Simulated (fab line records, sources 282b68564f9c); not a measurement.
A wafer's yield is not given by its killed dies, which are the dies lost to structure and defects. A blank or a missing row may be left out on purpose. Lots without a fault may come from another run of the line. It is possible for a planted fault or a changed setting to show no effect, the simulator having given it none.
Struck lot and sound lot, side by side / flow ritCmos / 17 out of 202 route steps
Sound: these wafers, L547.1, L547.3, L547.6. Wafers L538.2, L538.3, L538.6 were the ones struck. The cause is given at the end.
Each step with rows lists, per side, the tool, then ch with its chambers, then its first start. Under that, the readings that differ: sound wafers / struck wafers / difference of the means / sigmas: that difference in standard deviations of wafers without a fault.
alike: readings with means less than 2 such deviations apart, plus words and numbers identical on both sides. not compared: withheld readings, readings lacking a value on some wafer, bounds such as >300 that could conceal the same value, and numbers that have no deviation in the record and whose values overlap.
The two part at a step that has a row with sigmas, a row that says differs or no value, or rows on one side only. Non-overlapping numbers with no deviation appear without sigmas and do not part them. A reading that every wafer of one side lacks parts them only if that side has two wafers or more.

RIT_NWELL_TW_MEAS_10:
  struck on filmMetro-02, day 2 23:02; sound on filmMetro-02, day 4 23:31
  alike: NWELL_TW
then, 6 steps without rows for these wafers: RIT_PWELL_HMDS_00 (prime time 60 s); RIT_PWELL_COAT_01 (resist thk 1300 nm); RIT_PWELL_SOFTBAKE_02 (time 60 s); RIT_PWELL_EXPOSE_03 (exposes mask M3, target cd 43700 nm); RIT_PWELL_PEB_04; RIT_PWELL_DEVELOP_05 (develop time 68 s).
RIT_PWELL_OVL_MEAS_06:
  struck on overlay-01, day 3 00:06; sound on overlay-02, day 5 00:28
  alike: PWELL_OVL
then, 2 steps without rows for these wafers: RIT_PWELL_HARDBAKE_07 (time 120 s); RIT_PWELL_IMPLANT_08.
RIT_PWELL_STRIP_09: strips in O2, time 180 s.
  sound on plasmaAsher-03 ch 1, day 5 00:53; struck on plasmaAsher-01 ch 1, day 3 00:32
  alike: drypumpMotorCurrentA
  not compared: rfHoursCounterH
RIT_PWELL_TW_MEAS_10:
  struck on filmMetro-02, day 3 00:43; sound on filmMetro-02, day 5 01:04
  alike: PWELL_TW
RIT_WELLDRIVE_ANNEAL_00: time 14700 s.
  sound on furnace-04 ch 0, day 5 04:46; struck on furnace-01 ch 0, day 3 00:58
reading=spikeTcCentreC (C); sound=1101.7 1101.7 1103.1; struck=1067.3 1066.4 1069.8; difference=-34.3; sigmas=-31
reading=zonePowerCentrePct (%); sound=58.9 58.3 58.2; struck=33.9 34.0 34.4; difference=-24.4; sigmas=-10
RIT_WELLDRIVE_RS_MEAS_01: measures by four-point-probe.
  struck on filmMetro-02, day 3 06:04; sound on filmMetro-02, day 5 09:50
reading=NWELL_RS (ohm/sq); sound=276.2 276.2 275.4; struck=300.7 301.5 296.8; difference=+23.7; sigmas=+34
RIT_WELLDRIVE_RS_MEAS_02: measures by four-point-probe.
  struck on filmMetro-02, day 3 06:11; sound on filmMetro-02, day 5 09:58
reading=PWELL_RS (ohm/sq); sound=427.4 428.2 425.8; struck=451.7 454.2 449.1; difference=+24.5; sigmas=+20
then, 1 step without rows for these wafers: RIT_NRETRO_HMDS_00 (prime time 60 s).
RIT_M1_PROBE_99:
  struck on prober-02, day 4 17:41; sound on prober-01, day 6 17:43
reading=model.etest.pmos_0p3.rOnOhmUm; sound=6091 6096 6175; struck=6239 6221 6218; difference=+105; sigmas=
reading=model.etest.nwellPinched.rsOhmSq; sound=336.1 333.6 338.1; struck=380.2 383.5 375.7; difference=+43.9; sigmas=
reading=model.etest.pwellPinched.rsOhmSq; sound=452.5 459.3 467.8; struck=479.2 483.6 477.4; difference=+20.2; sigmas=
reading=model.etest.pwell.rsOhmSq; sound=417.4 423.4 419.1; struck=437.6 444.5 439; difference=+20.4; sigmas=
reading=model.etest.pmosNarrow.driveUaUm; sound=105.4 105.4 104.5; struck=98.29 99.16 98.95; difference=-6.30; sigmas=
reading=model.etest.pmos_0p3.driveUaUm; sound=105.1 104.6 104.3; struck=99.96 100.9 100.3; difference=-4.28; sigmas=
reading=model.etest.fieldN.vtV (V); sound=35.38 35.5 35.93; struck=38.53 39.41 38.47; difference=+3.20; sigmas=
  alike: killedAtContacts, killedAtFrontEnd, killedDies, killedOnRim, killedOpen, killedShort
  not compared: model.etest.pmosTurned.driveUaUm

## WHERE THEY PART
Last at RIT_WELLDRIVE_RS_MEAS_02 as far as this record goes, first at RIT_WELLDRIVE_ANNEAL_00. Later steps at which nothing parts them and some readings are alike: RIT_M1_PROBE_99.

WHY: what had been put in by the simulator
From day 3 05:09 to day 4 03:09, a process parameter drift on furnace-01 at RIT_WELLDRIVE_ANNEAL_00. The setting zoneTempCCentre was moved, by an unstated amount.
